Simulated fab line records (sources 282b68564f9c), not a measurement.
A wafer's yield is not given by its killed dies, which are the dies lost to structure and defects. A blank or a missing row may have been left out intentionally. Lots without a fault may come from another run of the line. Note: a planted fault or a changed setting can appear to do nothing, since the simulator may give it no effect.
A single fault, viewed from 2 desks / flow ritCmos / every desk sees just its own numbers, and what lay behind them comes last

THE TOOL OWNER'S DESK: furnace-04
The tool's own readings at RIT_REOX_OXIDATION_03 (target thk 25.2 nm, ox time 5580 s): means of the sampled wafers that have a number, for each lot that ran on this tool. Any lot whose mean is over 4 standard deviations away from the usual mean is out of limits and marked OUT; that distance is given in the brackets.
Columns: A = zonePowerCentrePct at RIT_REOX_OXIDATION_03, usual 41 %
lot=L991; first seen here=day 3 06:28; A=37
lot=L992; first seen here=day 3 14:07; A=38
lot=L993; first seen here=day 3 16:40; A=38
lot=L994; first seen here=day 3 16:40; A=38
lot=L102; first seen here=day 5 08:27; A=38
lot=L105; first seen here=day 6 01:57; A=37
Result from this desk: across the 6 lots, nothing is out of limits.

THE METROLOGY DESK
Means of the sampled wafers that have a number, per lot and without regard to the tool the lot ran on: this is what the gauges read. Any lot whose mean is over 4 standard deviations away from the usual mean is out of limits and marked OUT; that distance is given in the brackets.
Columns: A = REOX_OXIDE_THK at RIT_REOX_THK_MEAS_04, usual 25.0 nm
lot=L990; first seen here=day 3 05:06; A=25.3
lot=L991; first seen here=day 3 09:01; A=25.0
lot=L992; first seen here=day 3 16:40; A=25.0
lot=L994; first seen here=day 3 19:13; A=24.5
lot=L993; first seen here=day 3 19:13; A=25.2
lot=L995; first seen here=day 4 04:03; A=24.8
lot=L996; first seen here=day 4 06:44; A=24.7
lot=L101; first seen here=day 5 08:53; A=24.2
lot=L102; first seen here=day 5 11:00; A=33.1 (+16) OUT
lot=L105; first seen here=day 6 04:30; A=32.7 (+15) OUT
lot=L108; first seen here=day 6 22:24; A=25.2
lot=L109; first seen here=day 7 00:56; A=25.2
lot=L112; first seen here=day 7 14:01; A=25.6
lot=L113; first seen here=day 7 21:08; A=25.1
This desk reports L102, L105 out of limits; the earliest was L102 at day 5 11:00 (REOX_OXIDE_THK at RIT_REOX_THK_MEAS_04). Within limits: L990, L991, L992, L994, L993, L995, L996, L101, L108, L109, L112, L113.

BROUGHT TOGETHER
The metrology desk could have raised an alarm at day 5 11:00, on L102, L105.
Nothing out of limits was seen by the tool owner's desk.
The tool owner's desk has L102, L105 on record, within its limits.
All the named lots went through RIT_REOX_OXIDATION_03 on furnace-04.

WHAT THE SIMULATOR HAD INSERTED
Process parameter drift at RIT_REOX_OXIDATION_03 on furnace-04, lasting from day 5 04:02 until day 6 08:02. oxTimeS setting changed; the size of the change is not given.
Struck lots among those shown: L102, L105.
Time in hours between the start of the fault and the first out-of-limits reading at each desk: metrology desk, 7.
